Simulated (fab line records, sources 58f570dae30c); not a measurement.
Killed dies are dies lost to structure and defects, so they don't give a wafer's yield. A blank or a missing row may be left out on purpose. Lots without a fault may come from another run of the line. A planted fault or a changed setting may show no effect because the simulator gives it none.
Which tool did it? | flow berkeley_cmos170 | 14 lots, 42 wafers sampled, at 6 steps of a route of 331

WHAT THE GAUGES READ, wafer by wafer
UCB170_ACTIVE_CD_MEAS_90: target cd 1200 nm. Usual: cd_nm 1199.9 nm, standard deviation 1.5.
lot  | measured    | on        | cd_nm (nm)           | flag
L937 | day 5 04:14 | cd_sem-02 | 1201.0 1201.2 1201.0 |
L940 | day 6 03:26 | cd_sem-02 | 1201.7 1201.1 1201.4 |
L938 | day 6 03:29 | cd_sem-01 | 1200.1 1200.1 1199.9 |
L939 | day 6 03:38 | cd_sem-01 | 1198.4 1197.9 1200.9 |
L941 | day 6 03:55 | cd_sem-02 | 1199.5 1198.7 1198.9 |
L950 | day 7 13:40 | cd_sem-01 | 1200.6 1199.6 1201.0 |
L949 | day 7 13:50 | cd_sem-01 | 1197.8 1196.3 1197.0 |
L951 | day 8 06:44 | cd_sem-01 | 1195.7 1198.9 1198.9 |
L953 | day 8 20:03 | cd_sem-01 | 1199.1 1197.6 1198.2 |
L954 | day 8 20:15 | cd_sem-01 | 1200.0 1200.2 1200.2 |
L955 | day 8 20:45 | cd_sem-01 | 1199.2 1200.6 1200.6 |
L956 | day 9 04:01 | cd_sem-01 | 1202.9 1201.0 1201.1 |
L958 | day 9 22:53 | cd_sem-02 | 1199.6 1198.5 1200.3 |
L957 | day 9 23:07 | cd_sem-01 | 1198.5 1198.8 1198.0 |

UCB170_PFIELD_OVL_MEAS_06. Usual: PFIELD_OVL -2 nm, standard deviation 5.8.
lot  | measured     | on         | PFIELD_OVL (nm) | flag
L937 | day 5 07:14  | overlay-02 | 3 4 4           |
L940 | day 6 05:09  | overlay-01 | -1 -15 -4       |
L938 | day 6 05:15  | overlay-02 | 3 10 10         |
L939 | day 6 05:32  | overlay-02 | -1 3 0          |
L941 | day 6 05:53  | overlay-02 | -8 -9 2         |
L950 | day 7 15:25  | overlay-01 | 2 -15 2         |
L949 | day 7 15:49  | overlay-01 | 0 1 -4          |
L951 | day 8 08:02  | overlay-01 | 4 3 2           |
L953 | day 8 23:28  | overlay-01 | -5 0 -7         |
L954 | day 8 23:44  | overlay-02 | 2 6 7           |
L955 | day 9 00:11  | overlay-02 | -9 -9 -1        |
L956 | day 9 05:43  | overlay-02 | 4 9 2           |
L958 | day 10 00:34 | overlay-01 | -6 -7 2         |
L957 | day 10 01:14 | overlay-02 | -3 -12 -4       |

UCB170_SACOX_THK_MEAS_02. Usual: SACOX_OXIDE_THK 14.40 nm, standard deviation 0.23.
lot  | measured     | on            | SACOX_OXIDE_THK (nm) | flag
L937 | day 6 07:19  | film_metro-01 | 14.49 14.43 14.26    |
L940 | day 7 03:16  | film_metro-01 | 14.53 14.53 14.82    |
L938 | day 7 03:17  | film_metro-03 | 14.54 14.59 14.54    |
L939 | day 7 03:22  | film_metro-01 | 14.17 14.47 14.46    |
L941 | day 7 03:17  | film_metro-04 | 14.31 14.63 14.60    |
L950 | day 8 15:56  | film_metro-03 | 14.35 14.16 14.19    |
L949 | day 8 16:01  | film_metro-03 | 14.25 14.09 14.08    |
L951 | day 9 13:31  | film_metro-01 | 14.21 14.17 14.36    |
L953 | day 10 11:16 | film_metro-04 | 14.49 14.76 14.62    |
L954 | day 10 11:11 | film_metro-04 | 14.97 14.58 14.73    |
L955 | day 10 11:12 | film_metro-01 | 14.67 14.58 14.86    |
L956 | day 10 19:48 | film_metro-04 | 14.19 14.40 14.25    |
L958 | day 11 00:40 | film_metro-01 | 14.64 14.69 14.70    |
L957 | day 11 00:39 | film_metro-04 | 14.46 14.46 14.48    |

UCB170_NLDD_TW_MEAS_11. Usual: NLDD_TW 2222, standard deviation 21.
lot  | measured     | on            | NLDD_TW        | flag
L937 | day 7 14:48  | film_metro-01 | 2203 2210 2204 |
L940 | day 8 14:05  | film_metro-01 | 30 30 30       | OFF
L938 | day 8 13:28  | film_metro-03 | 2228 2235 2235 |
L939 | day 8 14:51  | film_metro-01 | 30 30 30       | OFF
L941 | day 8 13:50  | film_metro-03 | 2240 2232 2231 |
L950 | day 10 13:22 | film_metro-03 | 2247 2242 2240 |
L949 | day 10 13:37 | film_metro-03 | 2244 2236 2236 |
L951 | day 11 05:07 | film_metro-01 | 2203 2195 2205 |
L953 | day 12 00:56 | film_metro-03 | 2257 2241 2241 |
L954 | day 12 01:02 | film_metro-03 | 2234 2242 2252 |
L955 | day 12 00:44 | film_metro-01 | 2218 2216 2203 |
L956 | day 12 12:37 | film_metro-03 | 2247 2235 2233 |
L958 | day 12 23:41 | film_metro-03 | 2243 2230 2234 |
L957 | day 13 00:02 | film_metro-03 | 2229 2233 2237 |

WHICH TOOL RAN EACH LOT (tool, then ch and the chambers of the sampled wafers, then the start)
lot  | UCB170_PLDD_STRIP_10                 | UCB170_NLDD_STRIP_10
L937 | plasma_asher-03 ch 0,1, day 7 12:21  | plasma_asher-04 ch 0, day 7 14:42
L940 | plasma_asher-03 ch 0,1, day 8 11:21  | plasma_asher-04 ch 0,1, day 8 13:59
L938 | plasma_asher-03 ch 0,1, day 8 11:05  | plasma_asher-04 ch 0,1, day 8 13:22
L939 | plasma_asher-02 ch 0,1, day 8 11:56  | plasma_asher-01 ch 0,1, day 8 14:45
L941 | plasma_asher-02 ch 1, day 8 11:05    | plasma_asher-01 ch 0,1, day 8 13:43
L950 | plasma_asher-03 ch 0,1, day 10 08:56 | plasma_asher-04 ch 0,1, day 10 13:16
L949 | plasma_asher-03 ch 0,1, day 10 09:10 | plasma_asher-01 ch 0,1, day 10 13:31
L951 | plasma_asher-03 ch 0,1, day 11 03:10 | plasma_asher-04 ch 0,1, day 11 05:01
L953 | plasma_asher-03 ch 0,1, day 11 23:10 | plasma_asher-02 ch 0,1, day 12 00:51
L954 | plasma_asher-02 ch 0,1, day 11 23:18 | plasma_asher-04 ch 0,1, day 12 00:56
L955 | plasma_asher-04 ch 0,1, day 11 22:52 | plasma_asher-01 ch 0,1, day 12 00:37
L956 | plasma_asher-03 ch 0,1, day 12 10:52 | plasma_asher-04 ch 0,1, day 12 12:31
L958 | plasma_asher-04 ch 0, day 12 21:47   | plasma_asher-04 ch 0,1, day 12 23:34
L957 | plasma_asher-03 ch 0,1, day 12 22:11 | plasma_asher-01 ch 0,1, day 12 23:56
- UCB170_PLDD_STRIP_10: strips in O2.
- UCB170_NLDD_STRIP_10: strips in O2.

WHAT THE TOOLS THEMSELVES READ (means of the sampled wafers that have a number; where no wafer has one, the mark that the record gives instead)
UCB170_PLDD_STRIP_10. Usual: chamber_pressure_mTorr 3500 mTorr, standard deviation 3.1; drypump_motor_current_A 5.5 A, standard deviation 0.38; oes_product_au 0.735 a.u., standard deviation 0.0048; strip_time_to_endpoint_s 21.61 s, standard deviation 0.059.
lot  | tool            | chamber_pressure_mTorr (mTorr) | drypump_motor_current_A (A) | oes_product_au (a.u.) | strip_time_to_endpoint_s (s) | flag
L937 | plasma_asher-03 | 3499                           | 5.5                         | 0.737                 | 21.58                        |
L940 | plasma_asher-03 | -                              | -                           | -                     | -                            | OFF
L938 | plasma_asher-03 | 3497                           | 5.5                         | 0.736                 | 21.58                        |
L939 | plasma_asher-02 | -                              | -                           | -                     | -                            | OFF
L941 | plasma_asher-02 | 3499                           | 5.8                         | 0.733                 | 21.57                        |
L950 | plasma_asher-03 | 3498                           | 5.5                         | 0.734                 | 21.62                        |
L949 | plasma_asher-03 | 3500                           | 5.5                         | 0.731                 | 21.59                        |
L951 | plasma_asher-03 | 3501                           | 5.2                         | 0.734                 | 21.64                        |
L953 | plasma_asher-03 | 3501                           | 5.5                         | 0.731                 | 21.63                        |
L954 | plasma_asher-02 | 3500                           | 6.0                         | 0.739                 | 21.67                        |
L955 | plasma_asher-04 | 3500                           | 5.6                         | 0.733                 | 21.64                        |
L956 | plasma_asher-03 | 3502                           | 5.2                         | 0.736                 | 21.56                        |
L958 | plasma_asher-04 | 3503                           | 5.7                         | 0.731                 | 21.66                        |
L957 | plasma_asher-03 | 3499                           | 5.5                         | 0.734                 | 21.63                        |

UCB170_NLDD_STRIP_10. Usual: chamber_pressure_mTorr 3500 mTorr, standard deviation 3.5; drypump_motor_current_A 5.9 A, standard deviation 0.42; oes_product_au 0.735 a.u., standard deviation 0.0045; strip_time_to_endpoint_s 21.61 s, standard deviation 0.054.
lot  | tool            | chamber_pressure_mTorr (mTorr) | drypump_motor_current_A (A) | oes_product_au (a.u.) | strip_time_to_endpoint_s (s) | flag
L937 | plasma_asher-04 | 3500                           | 5.7                         | 0.732                 | 21.60                        |
L940 | plasma_asher-04 | 3497                           | 5.3                         | 0.741                 | 47.87                        | OFF
L938 | plasma_asher-04 | 3500                           | 5.6                         | 0.737                 | 21.62                        |
L939 | plasma_asher-01 | 3499                           | 6.3                         | 0.740                 | 47.91                        | OFF
L941 | plasma_asher-01 | 3499                           | 6.3                         | 0.740                 | 21.63                        |
L950 | plasma_asher-04 | 3500                           | 5.4                         | 0.733                 | 21.52                        |
L949 | plasma_asher-01 | 3502                           | 6.3                         | 0.732                 | 21.68                        |
L951 | plasma_asher-04 | 3500                           | 5.4                         | 0.739                 | 21.68                        |
L953 | plasma_asher-02 | 3497                           | 6.1                         | 0.733                 | 21.65                        |
L954 | plasma_asher-04 | 3500                           | 5.4                         | 0.734                 | 21.59                        |
L955 | plasma_asher-01 | 3499                           | 6.3                         | 0.733                 | 21.58                        |
L956 | plasma_asher-04 | 3495                           | 5.4                         | 0.737                 | 21.64                        |
L958 | plasma_asher-04 | 3503                           | 5.6                         | 0.734                 | 21.59                        |
L957 | plasma_asher-01 | 3504                           | 6.2                         | 0.736                 | 21.56                        |

THE ANSWER, worked out from the rows above alone
Rule: a lot is off if the mean of its wafers that have a number lies more than 3 standard deviations from the usual mean. A lot without any number at a reading at which 4 lots or more have one is off too. The other lots that the step has rows for count as sound. The gauges are gone through in route order, then the tools' own readings, and for those a lot's mean is taken as printed above. The first step at which some lot is off is used, and at that step the reading that is off furthest; a lot without a number counts as furthest.
Off: L940, L939, at UCB170_NLDD_TW_MEAS_11 (NLDD_TW).
A tool fits if, at a process step before that reading, it ran every lot that is off, and no sound lot after the first of them. The gauges at UCB170_NLDD_TW_MEAS_11 aren't tried: what is off there is off at UCB170_PLDD_STRIP_10 too, on other tools, and a gauge's error can't cause that. None of those tried fits.

WHAT THE SIMULATOR HAD PUT IN
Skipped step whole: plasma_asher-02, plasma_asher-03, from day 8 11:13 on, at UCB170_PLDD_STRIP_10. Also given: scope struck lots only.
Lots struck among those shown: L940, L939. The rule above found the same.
